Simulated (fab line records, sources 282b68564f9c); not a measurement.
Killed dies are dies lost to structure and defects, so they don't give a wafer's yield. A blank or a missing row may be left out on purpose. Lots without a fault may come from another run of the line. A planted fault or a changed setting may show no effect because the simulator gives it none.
A struck lot beside a sound one | flow rit_cmos | 28 steps out of a route of 202
Sound: wafers L724.3, L724.4, L724.6. Struck: wafers L732.1, L732.2, L732.4. The cause comes at the end.
At each step with rows: each side's tool, then ch and its chambers, then its first start. Under that, the readings that differ: sound wafers | struck wafers | difference of the means | sigmas: that difference in standard deviations of wafers without a fault.
alike: readings whose means differ by less than 2 such deviations, and words and numbers that are the same on both sides. not compared: withheld readings, readings that some wafer has no value for, bounds like >300 that may hide the same value, and numbers for which the record gives no deviation and whose values overlap.
The two part at a step that has a row with sigmas, a row that says differs or no value, or rows on one side only. Numbers that don't overlap but have no deviation are shown without sigmas and don't part them. A reading that every wafer of one side lacks parts them only if that side has two wafers or more.

RIT_ACTIVE_BOW_MEAS_00:
  sound on film_metro-04, day 1 15:02; struck on film_metro-03, day 3 07:00
  alike: INCOMING_BOW
RIT_ACTIVE_OXIDATION_01: target thk 46.8 nm, ox time 3360 s.
  sound on furnace-01 ch 0, day 1 15:59; struck on furnace-03 ch 0, day 3 07:07
  reading                                       | sound          | struck            | difference | sigmas
  model.SiO2_of_ACTIVE_OXIDATION_01.thk_nm (nm) | 47.07 46.57 47 | 51.18 51.33 51.85 | +4.57      |
  alike: spike_tc_source_C, zone_power_centre_pct
RIT_ACTIVE_THK_MEAS_02:
  sound on film_metro-02, day 1 17:57; struck on film_metro-04, day 3 09:03
  reading               | sound          | struck         | difference | sigmas
  ACTIVE_OXIDE_THK (nm) | 47.1 46.5 47.0 | 51.2 51.3 51.9 | +4.6       | +7
then, 1 step without rows for these wafers: RIT_ACTIVE_CVD_03 (deposits Si3N4 from SiH2Cl2/NH3, target thk 150 nm, time 1500 s).
RIT_ACTIVE_THK_MEAS_04:
  sound on film_metro-02, day 1 20:08; struck on film_metro-03, day 3 10:32
  alike: ACTIVE_NITRIDE_THK
then, 6 steps without rows for these wafers: RIT_ACTIVE_HMDS_05 (prime time 60 s); RIT_ACTIVE_COAT_06 (resist thk 1000 nm); RIT_ACTIVE_SOFTBAKE_07 (time 57.02 s); RIT_ACTIVE_EXPOSE_08 (exposes mask M1, target cd 1400 nm); RIT_ACTIVE_PEB_09; RIT_ACTIVE_DEVELOP_10 (develop time 50 s).
RIT_ACTIVE_CD_MEAS_11: target cd 1400 nm.
  sound on cd_sem-01, day 1 21:04; struck on cd_sem-01, day 3 11:34
  alike: cd_nm
then, 1 step without rows for these wafers: RIT_ACTIVE_HARDBAKE_12 (time 60 s).
RIT_ACTIVE_ETCH_13: etches Si3N4 in SF6, stops on SiO2, time 210 s, target depth 210 nm.
  sound on rie_diel-02 ch 1,3, day 1 21:17; struck on rie_diel-02 ch 0,2, day 3 12:01
  alike: drypump_motor_current_A, oes_product_au, throttle_valve_pct
  not compared: rf_hours_counter_h
RIT_ACTIVE_STRIP_14: strips in O2, time 180 s.
  sound on plasma_asher-03 ch 0,1, day 1 21:29; struck on plasma_asher-03 ch 0,1, day 3 12:09
  alike: drypump_motor_current_A
  not compared: rf_hours_counter_h
RIT_ACTIVE_CD_MEAS_90: target cd 1400 nm.
  sound on cd_sem-02, day 1 21:38; struck on cd_sem-01, day 3 12:19
  alike: cd_nm
then, 4 steps without rows for these wafers: RIT_ACTIVE_CLEAN_15 (cleans in SC1, time 600 s); RIT_ACTIVE_CLEAN_16 (cleans in dHF, time 30 s); RIT_ACTIVE_CLEAN_17 (cleans in SC2, time 600 s); RIT_FOX1_OXIDATION_00 (target thk 350.7 nm, ox time 1130 s).
RIT_FOX1_THK_MEAS_01:
  sound on film_metro-02, day 2 00:12; struck on film_metro-03, day 3 14:07
  alike: FOX1_OXIDE_THK
then, 2 steps without rows for these wafers: RIT_FOX1_WET_ETCH_02 (etches SiO2 in BOE, target depth 350 nm, time 390 s); RIT_FOX2_OXIDATION_00 (target thk 350.7 nm, ox time 1130 s).
RIT_FOX2_THK_MEAS_01:
  sound on film_metro-01, day 2 01:41; struck on film_metro-01, day 3 15:37
  alike: FOX2_OXIDE_THK
then, 1 step without rows for these wafers: RIT_FOX2_CLEAN_02 (cleans in dHF, time 180 s).
RIT_FOX2_WET_ETCH_03: etches Si3N4 in H3PO4, target depth 195 nm, time 2700 s.
  sound on wet_bench-01 ch 0, day 2 01:47; struck on wet_bench-01 ch 2, day 3 15:44
  reading                                       | sound            | struck            | difference | sigmas
  model.SiO2_of_ACTIVE_OXIDATION_01.thk_nm (nm) | 41.84 41.3 41.65 | 44.95 45.48 45.58 | +3.74      |
RIT_FOX2_THK_MEAS_90:
  sound on film_metro-04, day 2 02:34; struck on film_metro-01, day 3 16:34
  alike: FIELD_OXIDE_LEFT_1_THK
RIT_M1_PROBE_99:
  sound on prober-02, day 3 16:23; struck on prober-02, day 5 08:01
  reading                             | sound             | struck            | difference | sigmas
  model.etest.nldd.width_nm (nm)      | 3164 3168 3183    | 3126 3117 3115    | -52        |
  model.etest.pldd.width_nm (nm)      | 3166 3200 3152    | 3121 3121 3108    | -56        |
  model.etest.nmos_narrow.drive_ua_um | 206.9 201.4 206.2 | 192.7 188.8 188.5 | -14.8      |
  model.etest.pmos_narrow.drive_ua_um | 92.99 91.68 93.92 | 88.46 88.49 86.15 | -5.16      |
  alike: killed_at_contacts, killed_at_front_end, killed_dies, killed_on_rim, killed_open, killed_short
  not compared: model.etest.pplus_sal.width_nm, model.etest.nplus_sal.width_nm

WHERE THEY PART
Only at RIT_ACTIVE_THK_MEAS_02, within this record. Later steps at which nothing parts them and some readings are alike: RIT_ACTIVE_THK_MEAS_04, RIT_ACTIVE_CD_MEAS_11, RIT_ACTIVE_ETCH_13, RIT_ACTIVE_STRIP_14, RIT_ACTIVE_CD_MEAS_90, RIT_FOX1_THK_MEAS_01, RIT_FOX2_THK_MEAS_01, RIT_FOX2_THK_MEAS_90, RIT_M1_PROBE_99.

WHY: what the simulator had put in
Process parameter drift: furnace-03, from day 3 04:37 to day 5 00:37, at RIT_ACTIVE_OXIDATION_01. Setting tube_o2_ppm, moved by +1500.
